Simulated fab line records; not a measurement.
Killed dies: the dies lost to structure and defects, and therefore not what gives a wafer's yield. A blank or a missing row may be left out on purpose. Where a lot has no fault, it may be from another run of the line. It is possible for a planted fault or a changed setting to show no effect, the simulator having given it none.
Which tool is to blame? / flow rit_cmos / 7 lots with 21 wafers sampled at 2 steps, on a route of 202 steps

== WHAT EACH GAUGE READ, for each wafer ==
RIT_NLDD_TW_MEAS_10.
lot=L360; measured=day 3 09:04; on=film_metro-02; NLDD_TW=2480 2490 2497
lot=L362; measured=day 3 15:41; on=film_metro-02; NLDD_TW=2491 2475 2479
lot=L366; measured=day 4 13:29; on=film_metro-03; NLDD_TW=2518 2528 2511
lot=L371; measured=day 5 11:59; on=film_metro-02; NLDD_TW=2343 2354 2349
lot=L373; measured=day 5 22:14; on=film_metro-03; NLDD_TW=2392 2377 2373
lot=L379; measured=day 7 05:15; on=film_metro-02; NLDD_TW=2469 2472 2472
lot=L381; measured=day 7 13:38; on=film_metro-03; NLDD_TW=2512 2505 2526

== EACH LOT AND THE TOOL THAT RAN IT (in order: tool; ch and the chambers of the sampled wafers; start) ==
lot=L360; RIT_NLDD_IMPLANT_08=implanter-01 ch 0, day 3 08:44
lot=L362; RIT_NLDD_IMPLANT_08=implanter-02 ch 0, day 3 15:23
lot=L366; RIT_NLDD_IMPLANT_08=implanter-02 ch 0, day 4 13:10
lot=L371; RIT_NLDD_IMPLANT_08=implanter-01 ch 0, day 5 11:33
lot=L373; RIT_NLDD_IMPLANT_08=implanter-01 ch 0, day 5 21:55
lot=L379; RIT_NLDD_IMPLANT_08=implanter-04 ch 0, day 7 04:56
lot=L381; RIT_NLDD_IMPLANT_08=implanter-02 ch 0, day 7 13:21
- RIT_NLDD_IMPLANT_08

== THE ANSWER, worked out from the rows above alone ==
Rule: what is usual is taken from the lots themselves. Put in order of their means at a reading, lots are off if they are a third of the lots or fewer, leave a main group of 4 or more, and stand apart from it by a gap of 3 or more times the standard deviation of the main group's means; of several such gaps the widest counts. The tables above print the reading to a certain number of digits; a main group whose means all agree to those digits is not used. Also off: a lot with no number at a reading for which 4 or more lots have one. Where the step has rows for the other lots, those lots are counted as sound.
Off: L371, L373, at RIT_NLDD_TW_MEAS_10 (NLDD_TW). The main group has a mean of 2495 with a standard deviation of 19.
A tool fits if, at a process step before that reading, it ran every lot that is off, and no sound lot after the first of them. Gauges at RIT_NLDD_TW_MEAS_10: tried the same way as those tools. One fits: implanter-01 at RIT_NLDD_IMPLANT_08. Its last sound lot is L360 (day 3 08:44), its first lot that is off L371 (day 5 11:33): a fault that began between those two fits.

== WHAT THE SIMULATOR HAD PUT IN ==
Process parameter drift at RIT_NLDD_IMPLANT_08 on implanter-01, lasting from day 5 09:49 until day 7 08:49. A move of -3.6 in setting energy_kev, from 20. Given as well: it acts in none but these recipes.
Struck lots among those shown: L371, L373. The same result came from the rule above.
